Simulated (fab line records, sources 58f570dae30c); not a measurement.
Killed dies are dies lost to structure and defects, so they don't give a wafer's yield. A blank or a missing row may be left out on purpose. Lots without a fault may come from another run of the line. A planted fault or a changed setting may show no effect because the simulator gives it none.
Split-lot experiment | flow berkeley_cmos170 | 5 lots, 23 wafers read, on a route of 331 steps

THE SPLIT
At UCB170_NSD_COAT_01 (resist thk 900 nm), the setting resist_thk_nm was moved away from the recipe's 900 nm on 8 of the 23 wafers read, by -4.1% to +5.9%. The other wafers ran this setting at the recipe's value.

The reading is taken at the split's own step.

THE READING
KrF_of_NSD_COAT_01.thk_nm (the simulator's own value, which no gauge read), in nm, at UCB170_NSD_COAT_01 (resist thk 900 nm). The file gives no usual value for it. The 15 wafers here that ran the recipe average 902.6 nm, standard deviation 2.9 nm.

wafer  | tool, chamber at the split | resist_thk_nm as run, nm | against the recipe | KrF_of_NSD_COAT_01.thk_nm, nm | against lot-mates on the recipe
L076.3 | litho_track-01, 0          | 900                      | recipe             | 899.7                         | -
L076.6 | litho_track-01, 0          | 900                      | recipe             | 899.7                         | -
L076.4 | litho_track-01, 0          | 900                      | recipe             | 900.2                         | -
L078.1 | litho_track-03, 0          | 900                      | recipe             | 903.9                         | -
L078.2 | litho_track-03, 0          | 900                      | recipe             | 905.7                         | -
L078.4 | litho_track-03, 0          | 900                      | recipe             | 905.7                         | -
L078.5 | litho_track-03, 0          | 900                      | recipe             | 907.7                         | -
L078.6 | litho_track-03, 0          | 900                      | recipe             | 905.2                         | -
L079.1 | litho_track-04, 0          | 862.9                    | -4.1%              | 866.3                         | -35.6
L079.2 | litho_track-04, 0          | 862.9                    | -4.1%              | 861.4                         | -40.5
L079.3 | litho_track-04, 0          | 900                      | recipe             | 900.9                         | -
L079.5 | litho_track-04, 0          | 900                      | recipe             | 902.9                         | -
L079.6 | litho_track-04, 0          | 862.9                    | -4.1%              | 865.7                         | -36.2
L080.1 | litho_track-04, 0          | 900                      | recipe             | 903.8                         | -
L080.2 | litho_track-04, 0          | 879.7                    | -2.3%              | 882.9                         | -21.6
L080.3 | litho_track-04, 0          | 900                      | recipe             | 905.3                         | -
L080.5 | litho_track-04, 0          | 879.7                    | -2.3%              | 885.3                         | -19.2
L080.6 | litho_track-04, 0          | 879.7                    | -2.3%              | 882.7                         | -21.8
L083.2 | litho_track-01, 0          | 953.2                    | +5.9%              | 949.9                         | +50.7
L083.3 | litho_track-01, 0          | 900                      | recipe             | 897.4                         | -
L083.4 | litho_track-01, 0          | 953.2                    | +5.9%              | 953.2                         | +54.0
L083.5 | litho_track-01, 0          | 900                      | recipe             | 899.2                         | -
L083.6 | litho_track-01, 0          | 900                      | recipe             | 901.1                         | -

THE FIT
A straight line over all 23 wafers: KrF_of_NSD_COAT_01.thk_nm changes by +8.63 nm for each +1% of resist_thk_nm; r = +0.99; the points scatter about the line by 2.9 nm.
The same after taking each lot's own level away (the mean of its wafers on the recipe; 23 wafers): +8.97 nm for each +1%; r = +1.00; scatter 1.4 nm.
On that fit, the largest move of resist_thk_nm shifts the reading by 53 nm.
The lots' own levels span 899.23 to 905.64 nm, that is 2.2 times the standard deviation above.
So the lot-to-lot level changes the slope little: the two slopes agree.
Check: with one of the wafers moved furthest among these (+5.9%) left out of the fit, the line predicts +53.9 nm for it against its lot-mates. It came out at +50.7 nm against them.

OTHER SPLITS ON THESE WAFERS
These wafers also went through other splits before the reading. Each is held against what the fit with the lots' levels taken away leaves over:
other split on the same wafers     | wafers away from the commonest value | r with KrF_of_NSD_COAT_01.thk_nm (lot level and that fit taken away)
UCB170_ZERO_COAT_01 spin_rpm       | 5                                    | -0.21
UCB170_PWELL_IMPLANT_15 energy_kev | 12                                   | +0.13
UCB170_ACTIVE_EXPOSE_10 dose_mj    | 8                                    | +0.00
UCB170_ACTIVE_PEB_11 peb_temp_c    | 10                                   | +0.09
UCB170_PVT_STRIP_08 o2_flow_sccm   | 6                                    | -0.09
UCB170_PSD_IMPLANT_08 dose_cm2     | 6                                    | -0.23

THE WHOLE CHAIN: every reading that the file lists as answering this split, in the file's order
step                | what it does      | reading                                                                    | change (the file's fit)              | r (the file's)
UCB170_NSD_COAT_01  | resist thk 900 nm | KrF_of_NSD_COAT_01.thk_nm (the simulator's own value, which no gauge read) | +8.96 nm for each +1% of the setting | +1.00
UCB170_NSD_STRIP_09 | strips in O2      | strip_time_to_endpoint_s                                                   | withheld for each +1% of the setting | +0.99

THE FILE'S OWN FIT
KrF_of_NSD_COAT_01.thk_nm changes by +8.96 nm for each +1% of resist_thk_nm, r = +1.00.
